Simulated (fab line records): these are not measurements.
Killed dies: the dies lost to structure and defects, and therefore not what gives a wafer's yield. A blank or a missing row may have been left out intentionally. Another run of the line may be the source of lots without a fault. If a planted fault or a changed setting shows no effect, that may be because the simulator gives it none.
One fault through the eyes of 2 desks ; flow rit-cmos ; what lay behind the numbers comes last; until then each desk has only its own

THE METROLOGY DESK
What the gauges read for every lot (on any tool): the sampled wafers with a number, averaged. If a lot's mean is further than 4 standard deviations from the usual mean, the lot is out of limits and carries the mark OUT (the distance appears in the brackets).
Columns: A = FOX1_OXIDE_THK at RIT_FOX1_THK_MEAS_01, usual 351 nm; B = NLDD_TW at RIT_NLDD_TW_MEAS_10, usual 2482; C = NLDD_RS at RIT_SDANNEAL_RS_MEAS_07, usual 151.6 ohm/sq; D = cd-nm at RIT_CONTACT_CD_MEAS_08, usual 999.4 nm
lot;first seen here;A;B;C;D
L647;day 1 22:47;352;2516;152.3;999.4
L648;day 2 03:34;360;2523;151.5;1001.5
L650;day 2 10:31;357;2462;151.8;1000.3
L653;day 2 23:19;356;2482;151.3;998.1
L654;day 3 04:43;346;2483;151.3;999.6
L655;day 3 10:24;345;2474;151.8;1001.5
L656;day 3 14:05;361;2477;151.6;1001.8
L659;day 4 06:30;345;2456;151.6;994.8
L661;day 4 16:48;346;2453;151.2;997.5
L662;day 4 21:32;351;2242 (-11) OUT;142.3 (-19) OUT;1000.4
L663;day 5 02:23;354;2507;151.7;1000.5
L666;day 5 18:29;352;2240 (-11) OUT;142.7 (-18) OUT;1000.1
L669;day 6 10:19;347;2476;151.6;998.3
L670;day 6 18:17;348;2468;152.2;999.3
Per this desk, out of limits: L662, L666; the first was L662, day 6 01:02 (NLDD_TW at RIT_NLDD_TW_MEAS_10). L647, L648, L650, L653, L654, L655, L656, L659, L661, L663, L669, L670 stayed within limits.

THE TOOL OWNER'S DESK: implanter-04
The tool's own readings at RIT_NLDD_IMPLANT_08: means of the sampled wafers that have a number, for each lot that ran on this tool. If a lot's mean is further than 4 standard deviations from the usual mean, the lot is out of limits and carries the mark OUT (the distance appears in the brackets).
Columns: A = end-station-pressure-torr at RIT_NLDD_IMPLANT_08, usual 6.25e-06 Torr; B = tilt-deg at RIT_NLDD_IMPLANT_08, usual 7.001 degrees
lot;first seen here;A;B
L650;day 3 12:26;6.40e-06;6.991
L656;day 4 15:52;6.29e-06;7.008
L659;day 5 07:58;6.33e-06;7.010
L662;day 6 00:43;6.14e-06;0.012 (-99 or more) OUT
L666;day 7 04:00;6.55e-06;-0.004 (-99 or more) OUT
This desk finds L662, L666 out of limits, L662 being first, at day 6 00:43 (tilt-deg at RIT_NLDD_IMPLANT_08). L650, L656, L659 stayed within limits.

BROUGHT TOGETHER
At day 6 00:43, on L662, L666, the tool owner's desk was in a position to raise an alarm.
At day 6 01:02 the metrology desk could have sounded an alarm, on L662, L666.
The lots listed all ran RIT_NLDD_IMPLANT_08 on implanter-04.

WHAT THE SIMULATOR PUT IN
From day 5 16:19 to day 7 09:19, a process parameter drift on implanter-04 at RIT_NLDD_IMPLANT_08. Setting tilt-deg shifted by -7 from 7. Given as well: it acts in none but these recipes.
Lots struck among those shown: L662, L666.
Delay (hours) between the fault's onset and each desk's first out-of-limits reading: 8 at the tool owner's desk, 9 at the metrology desk.
